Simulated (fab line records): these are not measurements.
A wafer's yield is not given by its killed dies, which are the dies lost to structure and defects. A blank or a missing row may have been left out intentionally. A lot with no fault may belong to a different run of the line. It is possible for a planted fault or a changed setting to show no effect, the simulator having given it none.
fab line records + flow berkeleyCmos170
[record]
- lots = 16
- wafers = 48
- lastDay = 13
route steps=331 shown NSD@190
lots untouched by any fault: they come from a run of this same line in which no faults occurred
startH: start of the lot's first displayed wafer, in hours after the record's first day + waitH: hours since the lot's step before + " repeats the value in the row above + L1.1+2: a single row standing in for several wafers + - either no value or no given start + * or withheld: withheld + < > ~ a bound
route shown NAME@n: names a module that has steps shown in the file, with the first one's number in the route + usual: average and standard deviation across the fault-free wafers + same: alike in all rows + chamber/n: place in a boat + sites: per-site readings + _std_site: the values' standard deviation + _edge_site: the outer-site mean with the inner-site mean subtracted + radiusMm: how far each site lies from the wafer's centre + mask NAME#n: copy n + behind: tool/chamber where the wafer was last shaped + hold: what put the lot on hold/how long, in hours/how the hold closed + device: whichever transistor did not switch (one of n, p or np) + end of line: the same wafers' tests at the end of the route + for a step that has no rows: nothing shown but its recipe + killed: the dies lost at the first sort to structure and to defects; this is not the yield of the wafer + map: the dies of a wafer, with x for killed, . for not killed, _ for no die there
set.NAME: the run value of the setting; set.NAME@STEP: its run value at that earlier step + model.NAME: the simulator's own value behind a step, which no gauge read
one table for each step of the route and one row for each wafer, over a sample of lots
services: a tool's chamber out of use, with start hour (startH, from the record's first day; less than 0 if before it), hours out, and reason
[[steps]]
[step UCB170_NSD_EXPOSE_03]
[recipe]
- maskId = NSELECT_MOD
- na = 0.5
- sigmaOuter = 0.6
- sourceShape = conventional
- targetCdNm = 1200
- doseMj = 30
[same]
- na = 0.5
| lot.wafer  | tool          | chamber | startH | waitH | mask          |
|------------|---------------|---------|--------|-------|---------------|
| L327.3+4+6 | krfScanner-02 | 0       | 165.66 | 0.2   | NSELECT_MOD#0 |
| L330.1+2+6 | krfScanner-01 | 0       | 177.28 | 0.1   | NSELECT_MOD#0 |
| L329.1+2+3 | krfScanner-01 | 0       | 177.73 | 0.1   | NSELECT_MOD#0 |
| L334.2+4+5 | krfScanner-01 | 0       | 203.05 | 0.1   | NSELECT_MOD#0 |
| L333.2+3+5 | krfScanner-01 | 0       | 203.26 | 0.1   | NSELECT_MOD#0 |
| L335.1+5+6 | krfScanner-02 | 0       | 203.61 | 0.2   | NSELECT_MOD#0 |
| L336.1+4+6 | krfScanner-01 | 0       | 203.85 | 0.4   | NSELECT_MOD#0 |
| L337.1+3+5 | krfScanner-02 | 0       | 204.09 | 0.3   | NSELECT_MOD#0 |
| L340.1+5+6 | krfScanner-01 | 0       | 233.95 | 0.1   | NSELECT_MOD#0 |
| L343.2+4+5 | krfScanner-02 | 0       | 240.00 | 0.2   | NSELECT_MOD#0 |
| L341.1+4+6 | krfScanner-02 | 0       | 240.24 | 0.1   | NSELECT_MOD#0 |
| L342.2+5+6 | krfScanner-02 | 0       | 240.37 | 0.2   | NSELECT_MOD#0 |
| L345.1+2+5 | krfScanner-01 | 0       | 249.88 | 0.2   | NSELECT_MOD#0 |
| L344.2+4+6 | krfScanner-02 | 0       | 250.24 | 0.2   | NSELECT_MOD#0 |
| L346.1+2+5 | krfScanner-02 | 0       | 273.41 | 0.2   | NSELECT_MOD#0 |
| L349.1+2+5 | krfScanner-01 | 0       | 278.36 | 0.2   | NSELECT_MOD#0 |
[step UCB170_NSD_OVL_MEAS_07]
[usual]
- NSD_OVL = -1/4.8
| lot.wafer | tool       | chamber | startH | waitH | NSD_OVL[nm] |
|-----------|------------|---------|--------|-------|-------------|
| L327.3    | overlay-01 | -       | 166.35 | 0.1   | 3           |
| L327.4    | "          | -       | "      | "     | -3          |
| L327.6    | "          | -       | "      | "     | -1          |
| L330.1    | overlay-02 | -       | 177.85 | 0.1   | -5          |
| L330.2    | "          | -       | "      | "     | -8          |
| L330.6    | "          | -       | "      | "     | -10         |
| L329.1    | overlay-01 | -       | 178.36 | 0.1   | 9           |
| L329.2    | "          | -       | "      | "     | 0           |
| L329.3    | "          | -       | "      | "     | 6           |
| L334.2    | overlay-02 | -       | 203.64 | 0.1   | -2          |
| L334.4    | "          | -       | "      | "     | -3          |
| L334.5    | "          | -       | "      | "     | 9           |
| L333.2    | overlay-02 | -       | 203.92 | 0.1   | 2           |
| L333.3    | "          | -       | "      | "     | 3           |
| L333.5    | "          | -       | "      | "     | 0           |
| L335.1    | overlay-01 | -       | 204.18 | 0.1   | 1           |
| L335.5    | "          | -       | "      | "     | 4           |
| L335.6    | "          | -       | "      | "     | 0           |
| L336.1    | overlay-02 | -       | 204.36 | 0.1   | -9          |
| L336.4    | "          | -       | "      | "     | -7          |
| L336.6    | "          | -       | "      | "     | -5          |
| L337.1    | overlay-01 | -       | 204.60 | 0.1   | -1          |
| L337.3    | "          | -       | "      | "     | 3           |
| L337.5    | "          | -       | "      | "     | 2           |
| L340.1    | overlay-01 | -       | 234.46 | 0.1   | 1           |
| L340.5    | "          | -       | "      | "     | 7           |
| L340.6    | "          | -       | "      | "     | 6           |
| L343.2    | overlay-01 | -       | 240.70 | 0.1   | 5           |
| L343.4    | "          | -       | "      | "     | 8           |
| L343.5    | "          | -       | "      | "     | 0           |
| L341.1    | overlay-02 | -       | 240.91 | 0.1   | -164        |
| L341.4    | "          | -       | "      | "     | -161        |
| L341.6    | "          | -       | "      | "     | -163        |
| L342.2    | overlay-01 | -       | 240.95 | 0.1   | -169        |
| L342.5    | "          | -       | "      | "     | -166        |
| L342.6    | "          | -       | "      | "     | -166        |
| L345.1    | overlay-02 | -       | 250.41 | 0.1   | -2          |
| L345.2    | "          | -       | "      | "     | 1           |
| L345.5    | "          | -       | "      | "     | -7          |
| L344.2    | overlay-01 | -       | 250.74 | 0.1   | -154        |
| L344.4    | "          | -       | "      | "     | -153        |
| L344.6    | "          | -       | "      | "     | -151        |
| L346.1    | overlay-02 | -       | 273.99 | 0.1   | -168        |
| L346.2    | "          | -       | "      | "     | -162        |
| L346.5    | "          | -       | "      | "     | -166        |
| L349.1    | overlay-01 | -       | 278.87 | 0.1   | -1          |
| L349.2    | "          | -       | "      | "     | 1           |
| L349.5    | "          | -       | "      | "     | -3          |
[[services]]
| tool          | chamber | startH | hours | kind   |
|---------------|---------|--------|-------|--------|
| krfScanner-02 | -       | 148.36 | 0.3   | repair |
| krfScanner-01 | -       | 150.67 | 0.8   | pm     |
| krfScanner-02 | -       | 177.09 | 0.8   | pm     |
| krfScanner-02 | -       | 177.96 | 1.3   | pm     |
| krfScanner-01 | -       | 194.57 | 0.7   | repair |
| krfScanner-02 | -       | 224.74 | 2.7   | repair |
| krfScanner-01 | -       | 227.41 | 1.0   | pm     |
| krfScanner-01 | -       | 245.70 | 2.4   | repair |
| krfScanner-02 | -       | 248.20 | 1.0   | pm     |
| krfScanner-01 | -       | 262.65 | 5.9   | repair |
| krfScanner-01 | -       | 270.15 | 4.2   | repair |
[[key]]
[firstSign]
- step = UCB170_NSD_OVL_MEAS_07
- reading = NSD_OVL
- direction = down
- sigmas = 33
- usual = -1
- struck = -162
effect none on later readings
metAt UCB170_NSD_EXPOSE_03
struckLots L341,L342,L344,L346
sortLeftOut L341.1,L341.4,L341.6
testerLeftOut L341,L342,L344,L346
onsetBetween 240.00 240.24
[fault]
- kind = scannerMatchingOverlay
- tool = krfScanner-02
- chamber = -
- onsetH = 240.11
- steps = UCB170_NSD_EXPOSE_03
- offset = -160
// testerLeftOut: of these lots the tester's yield and bins aren't shown, on N5 and GAA mostly nor the transistor test; their killed dies are dies lost to structure and defects alone, not to doping, threshold or leakage, so they don't give the yield
// sortLeftOut: the simulated sort isn't trusted on such a fault, so these wafers' sort isn't shown, and their yield isn't known
